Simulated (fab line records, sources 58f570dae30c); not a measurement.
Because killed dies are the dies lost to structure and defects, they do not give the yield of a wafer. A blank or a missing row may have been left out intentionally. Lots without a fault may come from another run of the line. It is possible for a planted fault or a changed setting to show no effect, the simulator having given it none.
Which tool did it? ; flow berkeley cmos170 ; 42 wafers from 14 lots sampled at 5 of the route's 331 steps

== WHAT EACH GAUGE READ, for each wafer ==
UCB170_V1_CD_MEAS_90: target cd 700 nm. Usual: 699.6 nm for cd nm, sd 1.7.
lot;measured;on;cd nm (nm);flag
L948;day 8 02:31;cd sem-01;698.3 699.8 698.9;
L950;day 8 21:05;cd sem-01;701.2 699.0 700.8;
L951;day 8 21:17;cd sem-01;697.3 697.3 696.4;
L947;day 8 22:20;cd sem-02;700.2 700.6 700.7;
L954;day 9 22:37;cd sem-01;698.4 700.0 699.8;
L956;day 10 00:42;cd sem-01;700.3 699.7 700.4;
L959;day 10 15:33;cd sem-02;695.8 697.6 696.9;
L960;day 11 05:35;cd sem-01;699.9 701.9 699.9;
L962;day 11 07:11;cd sem-02;699.0 698.0 699.6;
L964;day 12 08:32;cd sem-02;703.5 699.8 700.9;
L966;day 12 13:56;cd sem-01;700.2 700.7 699.0;
L968;day 12 15:19;cd sem-01;696.7 697.9 697.0;
L970;day 13 03:23;cd sem-02;700.2 698.6 700.5;
L969;day 13 04:59;cd sem-02;699.1 698.8 699.2;

== EACH LOT AND THE TOOL THAT RAN IT (in order: tool; ch and the chambers of the sampled wafers; start) ==
lot;UCB170_M1_ETCH_11;UCB170_M1_METAL_ETCH_12;UCB170_M1_STRIP_13;UCB170_V1_CMP_02
L948;rie diel-03 ch 1,2, day 7 21:27;rie metal-04 ch 0,1, day 7 21:29;plasma asher-03 ch 0,1, day 7 21:38;cmp-01 ch 0,3, day 7 23:28
L950;rie diel-03 ch 0,1,3, day 8 14:52;rie metal-04 ch 0,1, day 8 14:55;plasma asher-02 ch 0,1, day 8 15:02;cmp-02 ch 0,1,3, day 8 16:53
L951;rie diel-04 ch 0,2,3, day 8 15:16;rie metal-03 ch 0,1, day 8 15:18;plasma asher-02 ch 0,1, day 8 15:26;cmp-01 ch 1,2,3, day 8 18:13
L947;rie diel-01 ch 0,1,3, day 8 15:52;rie metal-04 ch 0,1, day 8 15:56;plasma asher-01 ch 0,1, day 8 16:04;cmp-01 ch 0,2,3, day 8 18:40
L954;rie diel-01 ch 0,1,3, day 9 18:35;rie metal-04 ch 0, day 9 18:38;plasma asher-01 ch 0,1, day 9 18:46;cmp-02 ch 0,1,3, day 9 20:38
L956;rie diel-04 ch 0,2,3, day 9 18:56;rie metal-03 ch 0, day 9 18:59;plasma asher-02 ch 0, day 9 19:07;cmp-02 ch 1,2, day 9 21:52
L959;rie diel-03 ch 1,2, day 10 10:11;rie metal-01 ch 0,1, day 10 10:14;plasma asher-03 ch 0,1, day 10 10:22;cmp-01 ch 1,2, day 10 13:14
L960;rie diel-04 ch 0,1,3, day 11 01:26;rie metal-01 ch 0,1, day 11 01:29;plasma asher-01 ch 0,1, day 11 01:37;cmp-02 ch 0,1, day 11 03:26
L962;rie diel-01 ch 1,2, day 11 01:55;rie metal-03 ch 0,1, day 11 01:58;plasma asher-03 ch 0,1, day 11 02:05;cmp-02 ch 0,1,2, day 11 04:43
L964;rie diel-01 ch 1,2,3, day 12 04:29;rie metal-03 ch 0,1, day 12 04:31;plasma asher-01 ch 0,1, day 12 04:39;cmp-02 ch 1,2,3, day 12 06:25
L966;rie diel-01 ch 0,1,3, day 12 09:40;rie metal-01 ch 0,1, day 12 09:43;plasma asher-01 ch 0,1, day 12 09:51;cmp-01 ch 0,1, day 12 11:37
L968;rie diel-04 ch 0,1,2, day 12 10:29;rie metal-03 ch 0,1, day 12 10:32;plasma asher-02 ch 0,1, day 12 10:40;cmp-02 ch 1,3, day 12 12:57
L970;rie diel-04 ch 0,1,3, day 12 23:20;rie metal-01 ch 0,1, day 12 23:22;plasma asher-02 ch 0,1, day 12 23:30;cmp-01 ch 0,1,3, day 13 01:20
L969;rie diel-01 ch 0,1,3, day 13 00:34;rie metal-01 ch 0,1, day 13 00:39;plasma asher-02 ch 0,1, day 13 00:46;cmp-01 ch 1,2, day 13 02:43
- UCB170_M1_ETCH_11: etches BARC in N2/H2.
- UCB170_M1_METAL_ETCH_12: etches Al in Cl2/BCl3, stops on PSG, target depth 780 nm, time 130 s.
- UCB170_M1_STRIP_13: strips in O2.
- UCB170_V1_CMP_02: polishes SiO2.

== AS READ BY THE TOOLS THEMSELVES (means over the sampled wafers that have a number; for cases with no such wafer, the mark the record gives instead) ==
UCB170_M1_ETCH_11. Usual: chamber pressure mTorr 30.001 mTorr, standard deviation 0.027; drypump motor current A 5.6 A, standard deviation 0.66; oes product au 0.994 a.u., standard deviation 0.019; throttle valve pct 13.26 %, standard deviation 0.2.
lot;tool;chamber pressure mTorr (mTorr);drypump motor current A (A);oes product au (a.u.);throttle valve pct (%);flag
L948;rie diel-03;29.999;5.3;0.982;13.25;
L950;rie diel-03;29.957;5.9;0.990;13.24;
L951;rie diel-04;30.014;6.0;1.004;13.20;
L947;rie diel-01;30.030;5.4;0.999;13.23;
L954;rie diel-01;29.987;5.3;1.008;13.24;
L956;rie diel-04;29.983;6.0;1.000;13.20;
L959;rie diel-03;30.000;5.3;0.973;13.25;
L960;rie diel-04;29.994;5.6;0.995;13.28;
L962;rie diel-01;29.995;5.3;0.987;13.19;
L964;rie diel-01;30.002;5.0;0.995;13.29;
L966;rie diel-01;30.003;5.4;0.997;13.22;
L968;rie diel-04;30.016;6.1;0.997;13.21;
L970;rie diel-04;29.986;5.6;0.990;13.28;
L969;rie diel-01;30.010;5.4;0.996;13.23;

UCB170_M1_METAL_ETCH_12. Usual: bcl3 flow sccm 45.01 sccm, standard deviation 0.14; chamber pressure mTorr 12.001 mTorr, standard deviation 0.012; drypump motor current A 5.4 A, standard deviation 0.51; oes product au 0.860 a.u., standard deviation 0.01; throttle valve pct 24.50 %, standard deviation 0.12.
lot;tool;bcl3 flow sccm (sccm);chamber pressure mTorr (mTorr);drypump motor current A (A);oes product au (a.u.);throttle valve pct (%);flag
L948;rie metal-04;45.10;11.992;6.0;0.865;24.41;
L950;rie metal-04;45.10;12.006;6.1;0.862;24.34;
L951;rie metal-03;45.00;12.007;5.2;0.868;24.65;
L947;rie metal-04;45.07;12.006;6.0;0.796;24.46;OFF
L954;rie metal-04;45.10;11.982;6.0;0.796;24.53;OFF
L956;rie metal-03;45.27;12.009;4.9;0.870;24.66;
L959;rie metal-01;45.01;12.006;4.9;0.851;24.50;
L960;rie metal-01;45.23;11.995;5.0;0.851;24.49;
L962;rie metal-03;44.92;12.004;5.2;0.868;24.63;
L964;rie metal-03;44.86;12.007;5.4;0.865;24.61;
L966;rie metal-01;44.94;12.005;4.9;0.853;24.51;
L968;rie metal-03;45.01;11.989;5.4;0.864;24.62;
L970;rie metal-01;45.12;12.002;5.0;0.856;24.50;
L969;rie metal-01;45.02;12.001;4.9;0.851;24.50;

UCB170_M1_STRIP_13. Usual: chamber pressure mTorr 3500 mTorr, standard deviation 3.2; drypump motor current A 5.8 A, standard deviation 0.35; oes product au 0.720 a.u., standard deviation 0.0044.
lot;tool;chamber pressure mTorr (mTorr);drypump motor current A (A);oes product au (a.u.);flag
L948;plasma asher-03;3498;5.6;0.722;
L950;plasma asher-02;3499;5.9;0.715;
L951;plasma asher-02;3500;5.9;0.717;
L947;plasma asher-01;3496;5.5;0.703;OFF
L954;plasma asher-01;3498;5.5;0.708;
L956;plasma asher-02;3497;6.4;0.720;
L959;plasma asher-03;3501;5.6;0.722;
L960;plasma asher-01;3502;5.8;0.719;
L962;plasma asher-03;3503;5.6;0.717;
L964;plasma asher-01;3501;5.8;0.719;
L966;plasma asher-01;3497;5.5;0.716;
L968;plasma asher-02;3500;5.9;0.722;
L970;plasma asher-02;3498;5.9;0.717;
L969;plasma asher-02;3499;6.2;0.718;

UCB170_V1_CMP_02. Usual: head pressure psi 5.998 psi, standard deviation 0.014; motor current A 17.2 A, standard deviation 1.7.
lot;tool;head pressure psi (psi);motor current A (A);flag
L948;cmp-01;5.990;17.1;
L950;cmp-02;5.996;16.7;
L951;cmp-01;5.989;17.2;
L947;cmp-01;6.004;17.9;
L954;cmp-02;6.008;17.5;
L956;cmp-02;5.992;18.0;
L959;cmp-01;5.994;17.2;
L960;cmp-02;6.003;16.5;
L962;cmp-02;6.014;17.7;
L964;cmp-02;5.993;17.3;
L966;cmp-01;6.000;17.8;
L968;cmp-02;6.001;17.1;
L970;cmp-01;6.002;17.5;
L969;cmp-01;6.001;17.8;

== THE ANSWER, worked out from the rows above alone ==
Rule: take the mean of a lot's wafers that have a number; if it is more than 3 standard deviations from the usual mean, the lot is off. Also off: a lot with no number at a reading for which 4 or more lots have one. The other lots that the step has rows for count as sound. Order of review: gauges by route order, followed by the tools' own readings, for which a lot's mean as printed above is used. At the first step where some lot is off, the reading lying furthest off is the one used; lots without a number count as furthest.
Off, at UCB170_M1_METAL_ETCH_12 on oes product au: L947, L954.
If a tool, at that step or one of the process steps before it, ran each lot that is off and ran no sound lot following the first of them, it fits. One fits: rie metal-04 at UCB170_M1_METAL_ETCH_12. A fault onset in the window from L950 (day 8 14:55, its last sound lot) to L947 (day 8 15:56, its first lot off) fits.
The tool's own readings at UCB170_M1_METAL_ETCH_12 bear it out: on the lots that are off they differ by more than 5 times the standard deviation of the sound lots' means. oes product au reads 0.796 a.u. there against 0.860 a.u. on the sound lots.

== WHAT HAD BEEN PUT IN BY THE SIMULATOR ==
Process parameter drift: rie metal-04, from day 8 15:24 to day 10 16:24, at UCB170_M1_METAL_ETCH_12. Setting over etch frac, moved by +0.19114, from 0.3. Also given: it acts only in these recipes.
Shown lots that were struck: L947, L954. The rule given above showed the same thing.
